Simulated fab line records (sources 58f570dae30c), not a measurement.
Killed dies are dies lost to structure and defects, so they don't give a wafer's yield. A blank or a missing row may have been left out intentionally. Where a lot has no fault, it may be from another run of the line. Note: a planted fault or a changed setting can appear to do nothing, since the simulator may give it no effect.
fab line records    flow berkeley_cmos170
record lots=5  wafers=23
route steps=331 shown M1@245 V1@261 M2@272
start_h: start of the lot's first displayed wafer, in hours after the record's first day    wait_h: hours from the lot's prior step to this one    " unchanged from the row above    L1.1+2: a single row standing in for several wafers    - no value, or no start was given    * or withheld: withheld    < > ~ a bound
route shown NAME@n: names a module that has steps shown in the file, with the first one's number in the route    usual: mean/standard deviation taken from wafers without a fault    same: alike in all rows    chamber/n: place in a boat    sites: readings site by site    _std_site: how widely they spread, as a standard deviation    _edge_site: outer sites' mean less inner sites'    radius_mm: for every site, how far away it sits from the centre of the wafer    mask NAME#n: copy n    behind: tool/chamber where the wafer was last shaped    hold: why the lot was held/for how many hours/how that ended    device: transistor that didn't switch, given as n, p or np    end of line: at the end of the route, the tests of the same wafers    a step without rows: its recipe alone    killed: the dies lost at the first sort to structure and to defects; this is not the yield of the wafer    map: a wafer's dies, marking killed ones x, the rest . and places with no die _
set.NAME: setting as actually run; set.NAME@STEP: the setting as run at that earlier step    model.NAME: the simulator's own value behind a step, which no gauge read
lots with deliberately changed settings; one table per step, one row per wafer
## steps
# step UCB170_M1_PEB_07
# recipe peb_temp_c=130  peb_time_s=withheld  resist=KrF
lot.wafer       tool            chamber  start_h  wait_h  set.peb_temp_c
L074.1+3        litho_track-04  0        142.98   0.6     132
L074.2+4+6      "               0        "        "       130
L078.1+4+5      litho_track-04  0        150.50   0.1     130
L078.3+6        "               0        "        "       126.3
L080.1+2+3+4+6  litho_track-03  0        177.07   0.1     130
L082.1+2+4      litho_track-03  0        177.35   0.2     130
L085.1+4        litho_track-03  0        203.05   0.1     133.6
L085.2+5+6      "               0        "        "       130
# step UCB170_M1_DEVELOP_08
# recipe developer=TMAH  develop_time_s=45  resist=KrF  dev_temp_c=21
# step UCB170_M1_CD_MEAS_09
# recipe target_cd_nm=700
# usual cd_nm=699.6/1.5
lot.wafer  tool       chamber  start_h  wait_h  set.peb_temp_c@M1_PEB_07  cd_nm
L074.1     cd_sem-02  -        143.25   -       132                       684.9
L074.2     "          -        "        "       130                       699.2
L074.3     "          -        "        "       132                       685.6
L074.4     "          -        "        "       130                       699.4
L074.6     "          -        "        "       130                       698.2
L078.1     cd_sem-01  -        150.78   -       130                       699.2
L078.3     "          -        "        "       126.3                     728.3
L078.4     "          -        "        "       130                       698.2
L078.5     "          -        "        "       130                       699.6
L078.6     "          -        "        "       126.3                     726.0
L080.1     cd_sem-02  -        177.35   -       130                       701.7
L080.2     "          -        "        "       130                       701.1
L080.3     "          -        "        "       130                       703.6
L080.4     "          -        "        "       130                       702.3
L080.6     "          -        "        "       130                       702.6
L082.1     cd_sem-01  -        177.62   -       130                       698.1
L082.2     "          -        "        "       130                       697.6
L082.4     "          -        "        "       130                       697.8
L085.1     cd_sem-01  -        203.32   -       133.6                     677.4
L085.2     "          -        "        "       130                       697.7
L085.4     "          -        "        "       133.6                     677.8
L085.5     "          -        "        "       130                       698.2
L085.6     "          -        "        "       130                       698.5
# step UCB170_M1_ETCH_11
# recipe chemistry=N2/H2  target_depth_a=withheld  overetch_a=withheld  target=BARC  time_s=withheld  source_w=500  bias_w=100  pressure_mtorr=30  n2_flow_sccm=100  h2_flow_sccm=200
lot.wafer  tool         chamber  start_h  wait_h  set.peb_temp_c@M1_PEB_07  model.M1.cd_nm
L074.1     rie_diel-04  1        143.41   0.0     132                       685.4
L074.2     "            2        "        "       130                       698.1
L074.3     "            3        "        "       132                       685.9
L074.4     "            0        "        "       130                       699.4
L074.6     "            2        "        "       130                       697.5
L078.1     rie_diel-02  3        150.93   0.0     130                       698.4
L078.3     "            0        "        "       126.3                     728.6
L078.4     "            3        "        "       130                       698.5
L078.5     "            0        "        "       130                       699.3
L078.6     "            1        "        "       126.3                     725.6
L080.1     rie_diel-01  0        177.51   0.0     130                       700.8
L080.2     "            3        "        "       130                       700.6
L080.3     "            2        "        "       130                       704.4
L080.4     "            2        "        "       130                       702.9
L080.6     "            3        "        "       130                       702.7
L082.1     rie_diel-04  1        177.78   0.0     130                       697.6
L082.2     "            0        "        "       130                       697.5
L082.4     "            3        "        "       130                       698.2
L085.1     rie_diel-02  2        203.48   0.0     133.6                     677
L085.2     "            0        "        "       130                       698.5
L085.4     "            1        "        "       133.6                     677.8
L085.5+6   "            0,3      "        "       130                       698.4
# step UCB170_M1_METAL_ETCH_12
# recipe chemistry=Cl2/BCl3  target=Al  stop_on=PSG  pressure_mtorr=12  target_depth_a=7800  over_etch_frac=0.3  time_s=130  icp_w=600  bias_w=120  Cl2_flow_sccm=90  bcl3_flow_sccm=45
lot.wafer  tool          chamber  start_h  wait_h  set.resist_thk_nm@M1_COAT_04  set.peb_temp_c@M1_PEB_07  model.KrF_of_M1_COAT_04.thk_nm  model.M1.cd_nm
L074.1     rie_metal-03  0        143.45   -       863.5                         132                       408.4                           687
L074.2     "             1        "        "       900                           130                       447.1                           697.1
L074.3     "             1        "        "       863.5                         132                       415.6                           686
L074.4     "             0        "        "       900                           130                       443.5                           699.6
L074.6     "             1        "        "       863.5                         130                       412.4                           696.2
L078.1     rie_metal-02  1        150.98   -       930.8                         130                       460.2                           697.8
L078.3     "             0        "        "       930.8                         126.3                     479.3                           729.6
L078.4     "             1        "        "       900                           130                       432.5                           699.7
L078.5     "             0        "        "       930.8                         130                       480.9                           698.3
L078.6     "             1        "        "       900                           126.3                     427.8                           725
L080.1     rie_metal-02  1        177.55   -       863.9                         130                       406.4                           700.8
L080.2     "             0        "        "       863.9                         130                       421.2                           701.4
L080.3     "             0        "        "       900                           130                       464                             705.4
L080.4     "             1        "        "       900                           130                       440.6                           701.1
L080.6     "             1        "        "       900                           130                       444.7                           703.6
L082.1     rie_metal-04  0        177.82   -       900                           130                       427.3                           695.3
L082.2     "             1        "        "       900                           130                       441.7                           694.2
L082.4     "             1        "        "       900                           130                       441.5                           694.8
L085.1     rie_metal-04  1        203.52   -       900                           133.6                     438.7                           675.4
L085.2     "             0        "        "       900                           130                       422.8                           698
L085.4     "             1        "        "       900                           133.6                     434.2                           676.4
L085.5     "             1        "        "       900                           130                       440.7                           697.5
L085.6     "             0        "        "       900                           130                       428.1                           700.3
# step UCB170_M1_STRIP_13
# recipe chemistry=O2  power_w=400  pressure_mtorr=3500  platen_temp_c=withheld  o2_flow_sccm=400  overash_fraction=0.5
# step UCB170_M1_CD_MEAS_90
# recipe target_cd_nm=700
# usual cd_nm=699.2/2.5
lot.wafer  tool       chamber  start_h  wait_h  set.peb_temp_c@M1_PEB_07  cd_nm
L074.1     cd_sem-01  -        143.69   0.1     132                       686.9
L074.2     "          -        "        "       130                       697.2
L074.3     "          -        "        "       132                       686.0
L074.4     "          -        "        "       130                       699.9
L074.6     "          -        "        "       130                       696.5
L078.1     cd_sem-01  -        151.21   0.1     130                       697.8
L078.3     "          -        "        "       126.3                     729.8
L078.4     "          -        "        "       130                       699.6
L078.5     "          -        "        "       130                       698.4
L078.6     "          -        "        "       126.3                     725.0
L080.1     cd_sem-01  -        177.78   0.1     130                       700.7
L080.2     "          -        "        "       130                       701.4
L080.3     "          -        "        "       130                       705.5
L080.4     "          -        "        "       130                       701.4
L080.6     "          -        "        "       130                       703.5
L082.1     cd_sem-01  -        178.06   0.1     130                       695.7
L082.2     "          -        "        "       130                       693.9
L082.4     "          -        "        "       130                       694.5
L085.1     cd_sem-02  -        203.75   0.1     133.6                     675.2
L085.2     "          -        "        "       130                       697.7
L085.4     "          -        "        "       133.6                     676.7
L085.5     "          -        "        "       130                       697.3
L085.6     "          -        "        "       130                       700.2
# step UCB170_V1_COAT_07
# recipe resist=KrF  spin_rpm=1500  resist_thk_nm=900
lot.wafer  tool            chamber  start_h  wait_h  set.resist_thk_nm  model.KrF_of_V1_COAT_07.thk_nm
L074.1     litho_track-01  0        150.70   0.1     946.8              945.4
L074.2     "               0        "        "       946.8              945.7
L074.3     "               0        "        "       900                898.8
L074.4     "               0        "        "       900                899.5
L074.6     "               0        "        "       900                895.6
L078.1     litho_track-02  0        161.99   0.1     900                899.4
L078.3     "               0        "        "       900                901.6
L078.4     "               0        "        "       900                900.2
L078.5     "               0        "        "       900                902.7
L078.6     "               0        "        "       900                899.5
L080.1     litho_track-03  0        184.17   0.1     900                904.9
L080.2     "               0        "        "       900                901.9
L080.3     "               0        "        "       869.5              874.9
L080.4     "               0        "        "       869.5              873.6
L080.6     "               0        "        "       900                903.9
L082.1     litho_track-01  0        184.56   0.1     900                899.8
L082.2     "               0        "        "       900                900.5
L082.4     "               0        "        "       900                900.2
L085.1     litho_track-03  0        208.66   0.1     900                906.2
L085.2     "               0        "        "       900                907.5
L085.4     "               0        "        "       900                905.6
L085.5     "               0        "        "       900                906.9
L085.6     "               0        "        "       900                906.1
# step UCB170_V1_SOFTBAKE_08
# recipe resist=KrF  temp_c=130.7  time_s=60
# step UCB170_V1_EXPOSE_09
# recipe mask_id=VIA1  target_cd_nm=700  na=0.5  sigma_outer=0.6  source_shape=conventional  dose_mj=37
# step UCB170_V1_ETCH_14
# recipe chemistry=CHF3/CF4/Ar  target=SiO2  stop_on=Al  CHF3_flow_sccm=45  cf4_flow_sccm=15  Ar_flow_sccm=150  pressure_mtorr=200  rf_w=700  target_depth_a=12500  over_etch_frac=0.25  time_s=291
lot.wafer  tool         chamber  start_h  wait_h  set.resist_thk_nm@V1_COAT_07  model.KrF_of_V1_COAT_07.thk_nm
L074.1     rie_diel-02  1        151.67   0.0     946.8                         651.1
L074.2     "            3        "        "       946.8                         657.6
L074.3     "            0        "        "       900                           610
L074.4     "            1        "        "       900                           607.4
L074.6     "            3        "        "       900                           607.8
L078.1     rie_diel-02  1        163.18   0.0     900                           605.5
L078.3     "            3        "        "       900                           612.5
L078.4     "            3        "        "       900                           611.1
L078.5     "            1        "        "       900                           612.6
L078.6     "            0        "        "       900                           612.1
L080.1     rie_diel-04  1        185.62   0.0     900                           614.4
L080.2     "            0        "        "       900                           611.2
L080.3     "            2        "        "       869.5                         577.1
L080.4     "            3        "        "       869.5                         582.5
L080.6     "            0        "        "       900                           611.5
L082.1     rie_diel-03  3        185.81   0.0     900                           615.2
L082.2     "            0        "        "       900                           616.6
L082.4     "            2        "        "       900                           614
L085.1     rie_diel-04  3        209.51   0.0     900                           615.1
L085.2     "            1        "        "       900                           620.4
L085.4     "            2        "        "       900                           610.1
L085.5     "            1        "        "       900                           616.7
L085.6     "            0        "        "       900                           614.2
# step UCB170_V1_STRIP_15
# recipe chemistry=O2  power_w=400  pressure_mtorr=3500  platen_temp_c=withheld  o2_flow_sccm=400  overash_fraction=0.5
# usual strip_time_to_endpoint_s=15.35/0.1
lot.wafer  tool             chamber  start_h  wait_h  set.resist_thk_nm@V1_COAT_07  strip_time_to_endpoint_s
L074.1     plasma_asher-01  0        151.85   0.1     946.8                         16.22
L074.2     "                1        "        "       946.8                         16.37
L074.3     "                1        "        "       900                           15.30
L074.4     "                0        "        "       900                           15.24
L074.6     "                1        "        "       900                           15.27
L078.1     plasma_asher-03  0        163.35   0.1     900                           15.19
L078.3     "                1        "        "       900                           15.36
L078.4     "                0        "        "       900                           15.31
L078.5     "                0        "        "       900                           15.37
L078.6     "                1        "        "       900                           15.35
L080.1     plasma_asher-01  0        185.79   0.1     900                           15.41
L080.2     "                1        "        "       900                           15.33
L080.3     "                0        "        "       869.5                         14.53
L080.4     "                1        "        "       869.5                         14.66
L080.6     "                1        "        "       900                           15.35
L082.1     plasma_asher-04  1        185.99   0.1     900                           15.42
L082.2     "                0        "        "       900                           15.48
L082.4     "                0        "        "       900                           15.39
L085.1     plasma_asher-03  0        209.69   0.1     900                           15.42
L085.2     "                1        "        "       900                           15.54
L085.4     "                0        "        "       900                           15.31
L085.5     "                0        "        "       900                           15.47
L085.6     "                1        "        "       900                           15.41
# step UCB170_M2_SPUTTER_01
# recipe material=Al  target_thk_nm=900  time_s=120  power_w=6000  chamber_pressure_pa=0.5
lot.wafer  tool            chamber  start_h  wait_h  set.power_w  model.Al_of_M2_SPUTTER_01.thk_nm
L074.1     pvd_sputter-01  -        152.13   0.0     5525         822.5
L074.2     "               -        "        "       6000         893.1
L074.3     "               -        "        "       6000         889.1
L074.4     "               -        "        "       5525         823.7
L074.6     "               -        "        "       6000         898
L078.1     pvd_sputter-02  -        163.64   0.0     5680         841.4
L078.3     "               -        "        "       6000         886.5
L078.4     "               -        "        "       5680         847.1
L078.5     "               -        "        "       6000         887.2
L078.6     "               -        "        "       6000         899.4
L080.1     pvd_sputter-01  -        186.08   0.0     6000         907.2
L080.2     "               -        "        "       6000         906.4
L080.3     "               -        "        "       6477         970.3
L080.4     "               -        "        "       6000         904.8
L080.6     "               -        "        "       6477         973.2
L082.1     pvd_sputter-02  -        186.27   0.0     6000         878
L082.2     "               -        "        "       6000         886.7
L082.4     "               -        "        "       6000         875.9
L085.1     pvd_sputter-01  -        209.97   0.0     6000         892.2
L085.2     "               -        "        "       6291         946
L085.4     "               -        "        "       6291         941.8
L085.5     "               -        "        "       6000         898.3
L085.6     "               -        "        "       6000         901.2
# step UCB170_M2_RS_MEAS_02
# recipe thk_meas_gauge=four-point-probe  reads=Al_of_M2_SPUTTER_01
# usual M2_AL_RS=0.0324/0.0004
lot.wafer  tool           chamber  start_h  wait_h  set.power_w@M2_SPUTTER_01  M2_AL_RS[ohm/sq]
L074.1     film_metro-03  -        152.22   0.0     5525                       0.0353
L074.2     "              -        "        "       6000                       0.0323
L074.3     "              -        "        "       6000                       0.0327
L074.4     "              -        "        "       5525                       0.0352
L074.6     "              -        "        "       6000                       0.0322
L078.1     film_metro-02  -        163.72   0.0     5680                       0.0345
L078.3     "              -        "        "       6000                       0.0326
L078.4     "              -        "        "       5680                       0.0341
L078.5     "              -        "        "       6000                       0.0326
L078.6     "              -        "        "       6000                       0.0321
L080.1     film_metro-02  -        186.16   0.0     6000                       0.0319
L080.2     "              -        "        "       6000                       0.0318
L080.3     "              -        "        "       6477                       0.0298
L080.4     "              -        "        "       6000                       0.0320
L080.6     "              -        "        "       6477                       0.0297
L082.1     film_metro-03  -        186.36   0.0     6000                       0.0330
L082.2     "              -        "        "       6000                       0.0327
L082.4     "              -        "        "       6000                       0.0332
L085.1     film_metro-01  -        210.06   0.0     6000                       0.0325
L085.2     "              -        "        "       6291                       0.0306
L085.4     "              -        "        "       6291                       0.0308
L085.5     "              -        "        "       6000                       0.0323
L085.6     "              -        "        "       6000                       0.0322
# step UCB170_M2_THK_MEAS_03
# recipe thk_meas_gauge=xrf  reads=Al_of_M2_SPUTTER_01
# usual M2_AL_THK=872/12
lot.wafer  tool           chamber  start_h  wait_h  set.power_w@M2_SPUTTER_01  M2_AL_THK[nm]
L074.1     film_metro-03  -        152.34   0.1     5525                       801
L074.2     "              -        "        "       6000                       872
L074.3     "              -        "        "       6000                       865
L074.4     "              -        "        "       5525                       800
L074.6     "              -        "        "       6000                       878
L078.1     film_metro-02  -        163.84   0.1     5680                       817
L078.3     "              -        "        "       6000                       859
L078.4     "              -        "        "       5680                       822
L078.5     "              -        "        "       6000                       862
L078.6     "              -        "        "       6000                       876
L080.1     film_metro-02  -        186.28   0.1     6000                       880
L080.2     "              -        "        "       6000                       882
L080.3     "              -        "        "       6477                       950
L080.4     "              -        "        "       6000                       883
L080.6     "              -        "        "       6477                       947
L082.1     film_metro-03  -        186.48   0.1     6000                       858
L082.2     "              -        "        "       6000                       867
L082.4     "              -        "        "       6000                       852
L085.1     film_metro-01  -        210.18   0.1     6000                       877
L085.2     "              -        "        "       6291                       925
L085.4     "              -        "        "       6291                       924
L085.5     "              -        "        "       6000                       879
L085.6     "              -        "        "       6000                       880
# step UCB170_M2_EXPOSE_12
# recipe mask_id=METAL2  target_cd_nm=700  na=0.5  sigma_outer=0.6  source_shape=conventional  dose_mj=26
lot.wafer       tool            chamber  start_h  wait_h  mask      set.dose_mj
L074.1+2+6      krf_scanner-01  0        153.70   -       METAL2#0  27.81
L074.3+4        "               0        "        "       METAL2#0  26
L078.1+3+4+5+6  krf_scanner-01  0        -        -       METAL2#0  26
L080.1+3+4      krf_scanner-01  0        188.35   -       METAL2#0  26
L080.2+6        "               0        "        "       METAL2#0  25.43
L082.1+2+4      krf_scanner-01  0        188.91   -       METAL2#0  26
L085.1+5        krf_scanner-01  0        211.54   -       METAL2#0  26
L085.2+4+6      "               0        "        "       METAL2#0  24.06
# step UCB170_M2_PEB_13
# recipe peb_temp_c=130  peb_time_s=withheld  resist=KrF
# step UCB170_M2_DEVELOP_14
# recipe developer=TMAH  develop_time_s=45  resist=KrF  dev_temp_c=21
# step UCB170_M2_CD_MEAS_15
# recipe target_cd_nm=700
# usual cd_nm=700.1/1.5
lot.wafer  tool       chamber  start_h  wait_h  set.dose_mj@M2_EXPOSE_12  cd_nm
L074.1     cd_sem-02  -        154.09   -       27.81                     689.9
L074.2     "          -        "        "       27.81                     690.1
L074.3     "          -        "        "       26                        701.5
L074.4     "          -        "        "       26                        701.5
L074.6     "          -        "        "       27.81                     689.3
L078.1     cd_sem-02  -        167.25   -       26                        701.9
L078.3     "          -        "        "       26                        701.5
L078.4     "          -        "        "       26                        703.1
L078.5     "          -        "        "       26                        702.5
L078.6     "          -        "        "       26                        702.2
L080.1     cd_sem-02  -        188.82   -       26                        699.0
L080.2     "          -        "        "       25.43                     702.5
L080.3     "          -        "        "       26                        699.1
L080.4     "          -        "        "       26                        699.2
L080.6     "          -        "        "       25.43                     702.0
L082.1     cd_sem-02  -        189.36   -       26                        699.6
L082.2     "          -        "        "       26                        699.1
L082.4     "          -        "        "       26                        698.8
L085.1     cd_sem-02  -        212.10   -       26                        699.0
L085.2     "          -        "        "       24.06                     711.7
L085.4     "          -        "        "       24.06                     711.7
L085.5     "          -        "        "       26                        697.1
L085.6     "          -        "        "       24.06                     712.7
# step UCB170_M2_ETCH_17
# recipe chemistry=N2/H2  target_depth_a=withheld  overetch_a=withheld  target=BARC  time_s=withheld  source_w=500  bias_w=100  pressure_mtorr=30  n2_flow_sccm=100  h2_flow_sccm=200
lot.wafer  tool         chamber  start_h  wait_h  set.dose_mj@M2_EXPOSE_12  model.M2.cd_nm
L074.1     rie_diel-03  1        154.24   0.0     27.81                     690.1
L074.2     "            2        "        "       27.81                     689.8
L074.3     "            0        "        "       26                        702.4
L074.4     "            3        "        "       26                        702.3
L074.6     "            0        "        "       27.81                     690.4
L078.1     rie_diel-04  1        167.41   0.0     26                        702
L078.3     "            3        "        "       26                        701.5
L078.4     "            0        "        "       26                        704.7
L078.5     "            1        "        "       26                        702.5
L078.6     "            0        "        "       26                        703.6
L080.1     rie_diel-04  1        188.97   0.0     26                        698.6
L080.2     "            2        "        "       25.43                     702.3
L080.3     "            0        "        "       26                        699.5
L080.4     "            3        "        "       26                        699.9
L080.6     "            0        "        "       25.43                     703.1
L082.1     rie_diel-03  1        189.52   0.0     26                        698.7
L082.2     "            0        "        "       26                        699.6
L082.4     "            2        "        "       26                        698.2
L085.1     rie_diel-03  0        212.26   0.0     26                        698.8
L085.2     "            1        "        "       24.06                     711.5
L085.4     "            2        "        "       24.06                     711.6
L085.5     "            2        "        "       26                        696.4
L085.6     "            3        "        "       24.06                     713.4
## key
split step=UCB170_M1_PEB_07  setting=peb_temp_c  stated=130  by=wafer
response step=UCB170_M1_CD_MEAS_09  reading=cd_nm  change=-8.71  per=1%  r=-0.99
response step=UCB170_M1_ETCH_11  reading=model.M1.cd_nm  change=-8.74  per=1%  r=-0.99
response step=UCB170_M1_METAL_ETCH_12  reading=model.M1.cd_nm  change=-8.92  per=1%  r=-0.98
response step=UCB170_M1_CD_MEAS_90  reading=cd_nm  change=-8.92  per=1%  r=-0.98
split step=UCB170_V1_COAT_07  setting=resist_thk_nm  stated=900  by=wafer
response step=UCB170_V1_COAT_07  reading=model.KrF_of_V1_COAT_07.thk_nm  change=+9  per=1%  r=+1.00
response step=UCB170_V1_ETCH_14  reading=model.KrF_of_V1_COAT_07.thk_nm  change=+9.06  per=1%  r=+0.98
response step=UCB170_V1_STRIP_15  reading=strip_time_to_endpoint_s  change=*  per=1%  r=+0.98
split step=UCB170_M2_SPUTTER_01  setting=power_w  stated=6000  by=wafer
response step=UCB170_M2_SPUTTER_01  reading=model.Al_of_M2_SPUTTER_01.thk_nm  change=+8.74  per=1%  r=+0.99
response step=UCB170_M2_RS_MEAS_02  reading=M2_AL_RS  change=-0.00032  per=1%  r=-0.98
response step=UCB170_M2_THK_MEAS_03  reading=M2_AL_THK  change=+8.77  per=1%  r=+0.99
split step=UCB170_M2_EXPOSE_12  setting=dose_mj  stated=26  by=wafer
response step=UCB170_M2_CD_MEAS_15  reading=cd_nm  change=-1.77  per=1%  r=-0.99
response step=UCB170_M2_ETCH_17  reading=model.M2.cd_nm  change=-1.85  per=1%  r=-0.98
split outside_this_file step=UCB170_M1_COAT_04 setting=resist_thk_nm
# split outside_this_file: this setting was split too, and the file shows its column; the key of that split is in another file
